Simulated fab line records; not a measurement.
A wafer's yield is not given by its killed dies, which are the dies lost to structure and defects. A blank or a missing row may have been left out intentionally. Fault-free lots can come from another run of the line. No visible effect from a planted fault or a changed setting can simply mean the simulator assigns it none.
Which tool was responsible? ; flow rit-cmos ; 15 lots, 45 wafers sampled, at 5 steps of a route of 202

== WHAT THE GAUGES SHOWED, per wafer ==
RIT_NWELL_OVL_MEAS_06.
lot;measured;on;NWELL_OVL (nm)
L402;day 1 22:57;overlay-01;-1.1 -0.7 0.8
L403;day 2 02:56;overlay-02;0.5 0.8 -1.0
L404;day 2 06:51;overlay-02;-1.0 0.1 1.4
L405;day 2 12:25;overlay-01;-0.8 -0.2 -1.9
L407;day 2 23:34;overlay-01;-2.0 -0.2 0.7
L408;day 3 05:28;overlay-02;0.7 0.6 -0.5
L409;day 3 08:56;overlay-01;1.4 1.8 2.1
L410;day 3 13:57;overlay-02;-1.4 0.8 1.0
L419;day 5 13:07;overlay-01;2.8 2.8 2.3
L420;day 5 16:16;overlay-01;-0.3 1.0 -0.4
L421;day 5 21:55;overlay-01;1.2 1.3 0.5
L422;day 6 03:32;overlay-01;1.3 -1.6 0.7
L423;day 6 06:59;overlay-02;-0.1 1.7 1.2
L424;day 6 11:55;overlay-02;2.0 0.4 -0.1
L425;day 6 18:24;overlay-02;-1.4 -0.1 1.4

RIT_PLDD_OVL_MEAS_06.
lot;measured;on;PLDD_OVL (nm)
L402;day 2 21:20;overlay-02;1.6 -1.1 -0.8
L403;day 3 03:59;overlay-01;-1.3 -0.9 1.8
L404;day 3 06:37;overlay-02;-1.7 -1.5 -2.0
L405;day 3 13:52;overlay-01;-1.6 -2.6 -1.6
L407;day 4 01:13;overlay-01;-1.9 -1.5 -2.3
L408;day 4 06:35;overlay-01;-1.7 -1.4 -2.8
L409;day 4 09:58;overlay-02;-3.3 -0.9 -1.5
L410;day 4 19:17;overlay-02;-2.1 -1.8 -2.0
L419;day 6 13:22;overlay-01;-4.5 -1.8 -3.0
L420;day 6 17:38;overlay-02;-4.4 -2.8 -5.2
L421;day 6 23:53;overlay-02;-1.9 -1.5 -3.4
L422;day 7 02:59;overlay-02;0.1 -0.1 0.5
L423;day 7 05:58;overlay-01;-1.5 -1.3 -1.6
L424;day 7 13:43;overlay-02;-2.9 -0.8 -3.1
L425;day 7 16:11;overlay-01;-3.1 -3.4 -3.1

RIT_SDANNEAL_RS_MEAS_06: the measuring method here is four-point-probe.
lot;measured;on;PLDD_RS (ohm/sq)
L402;day 3 04:01;film-metro-01;178.4 178.3 178.3
L403;day 3 10:50;film-metro-03;178.4 178.4 178.8
L404;day 3 13:28;film-metro-01;177.7 178.4 177.8
L405;day 3 21:04;film-metro-03;177.6 178.4 178.3
L407;day 4 08:05;film-metro-03;178.9 179.3 178.6
L408;day 4 13:20;film-metro-01;- - -
L409;day 4 16:39;film-metro-04;- - -
L410;day 5 02:01;film-metro-04;- - -
L419;day 6 20:20;film-metro-01;178.7 179.0 178.4
L420;day 7 00:23;film-metro-01;178.3 178.3 178.0
L421;day 7 06:54;film-metro-01;178.6 179.2 178.6
L422;day 7 09:41;film-metro-04;178.7 178.3 178.6
L423;day 7 12:56;film-metro-01;178.3 178.6 178.1
L424;day 7 20:26;film-metro-03;177.7 178.4 177.3
L425;day 7 23:05;film-metro-03;178.3 178.6 178.7

== EACH LOT AND THE TOOL THAT RAN IT (in order: tool; ch and the chambers of the sampled wafers; start) ==
lot;RIT_PLDD_IMPLANT_08;RIT_PLDD_STRIP_09
L402;implanter-01 ch 0, day 2 21:31;plasma-asher-02 ch 0,1, day 2 21:40
L403;implanter-03 ch 0, day 3 04:11;plasma-asher-03 ch 0,1, day 3 04:19
L404;implanter-03 ch 0, day 3 06:50;plasma-asher-03 ch 0,1, day 3 06:57
L405;implanter-02 ch 0, day 3 14:05;plasma-asher-03 ch 0,1, day 3 14:15
L407;implanter-03 ch 0, day 4 01:27;plasma-asher-04 ch 0,1, day 4 01:36
L408;implanter-03 ch 0, day 4 06:46;plasma-asher-02 ch 0,1, day 4 06:55
L409;implanter-03 ch 0, day 4 10:08;plasma-asher-03 ch 0,1, day 4 10:17
L410;implanter-03 ch 0, day 4 19:29;plasma-asher-03 ch 0, day 4 19:37
L419;implanter-02 ch 0, day 6 13:36;plasma-asher-03 ch 0,1, day 6 13:45
L420;implanter-02 ch 0, day 6 17:56;plasma-asher-04 ch 0,1, day 6 18:05
L421;implanter-02 ch 0, day 7 00:06;plasma-asher-03 ch 0,1, day 7 00:14
L422;implanter-01 ch 0, day 7 03:10;plasma-asher-02 ch 0,1, day 7 03:19
L423;implanter-03 ch 0, day 7 06:08;plasma-asher-02 ch 0,1, day 7 06:17
L424;implanter-01 ch 0, day 7 13:54;plasma-asher-03 ch 0,1, day 7 14:03
L425;implanter-03 ch 0, day 7 16:26;plasma-asher-04 ch 0,1, day 7 16:34
- RIT_PLDD_IMPLANT_08
- RIT_PLDD_STRIP_09: strips in O2, time 180 s.

== WHAT THE TOOLS THEMSELVES READ (means of the sampled wafers that have a number; where no wafer has one, the mark that the record gives instead) ==
RIT_PLDD_IMPLANT_08.
lot;tool;tilt-deg (degrees)
L402;implanter-01;7.003
L403;implanter-03;6.990
L404;implanter-03;6.991
L405;implanter-02;7.021
L407;implanter-03;6.997
L408;implanter-03;7.593
L409;implanter-03;7.562
L410;implanter-03;7.578
L419;implanter-02;7.028
L420;implanter-02;7.014
L421;implanter-02;7.004
L422;implanter-01;6.988
L423;implanter-03;7.003
L424;implanter-01;7.025
L425;implanter-03;6.985

RIT_PLDD_STRIP_09.
lot;tool;chamber-pressure-mTorr (mTorr);drypump-motor-current-A (A)
L402;plasma-asher-02;3997;5.6
L403;plasma-asher-03;4000;6.1
L404;plasma-asher-03;4001;6.1
L405;plasma-asher-03;4000;6.2
L407;plasma-asher-04;4002;5.8
L408;plasma-asher-02;4003;5.7
L409;plasma-asher-03;4000;6.2
L410;plasma-asher-03;3997;6.2
L419;plasma-asher-03;3997;6.1
L420;plasma-asher-04;4000;5.6
L421;plasma-asher-03;3999;6.2
L422;plasma-asher-02;4000;5.6
L423;plasma-asher-02;3999;5.6
L424;plasma-asher-03;3997;6.2
L425;plasma-asher-04;4001;5.8

== THE ANSWER, worked out from the rows above alone ==
Rule: usual is defined by the lots themselves. Put in order of their means at a reading, lots are off if they are a third of the lots or fewer, leave a main group of 4 or more, and stand apart from it by a gap of 3 or more times the standard deviation of the main group's means; of several such gaps the widest counts. A main group whose means are all the same, to the digits that the tables above print for the reading, isn't used. A lot without any number at a reading at which 4 lots or more have one is off too. Any other lot the step has rows for is counted as sound. After the gauges, taken in route order, come the tools' own readings; for these a lot's mean is taken, as printed above. At the first step where some lot is off, the reading lying furthest off is the one used; lots without a number count as furthest.
Off: L408, L409, L410, seen at RIT_SDANNEAL_RS_MEAS_06 (PLDD_RS). Without a number there: L408, L409, L410. The main group: mean 178.4 ohm/sq, standard deviation 0.33.
A tool fits if, at a process step before that reading, it ran every lot that is off, and no sound lot after the first of them. Not tried: the gauges at RIT_SDANNEAL_RS_MEAS_06; whatever is off there is also off at RIT_PLDD_IMPLANT_08, on other tools, and gauge error can't account for it. Not one of the candidates tried fits.

== WHAT HAD BEEN PUT IN BY THE SIMULATOR ==
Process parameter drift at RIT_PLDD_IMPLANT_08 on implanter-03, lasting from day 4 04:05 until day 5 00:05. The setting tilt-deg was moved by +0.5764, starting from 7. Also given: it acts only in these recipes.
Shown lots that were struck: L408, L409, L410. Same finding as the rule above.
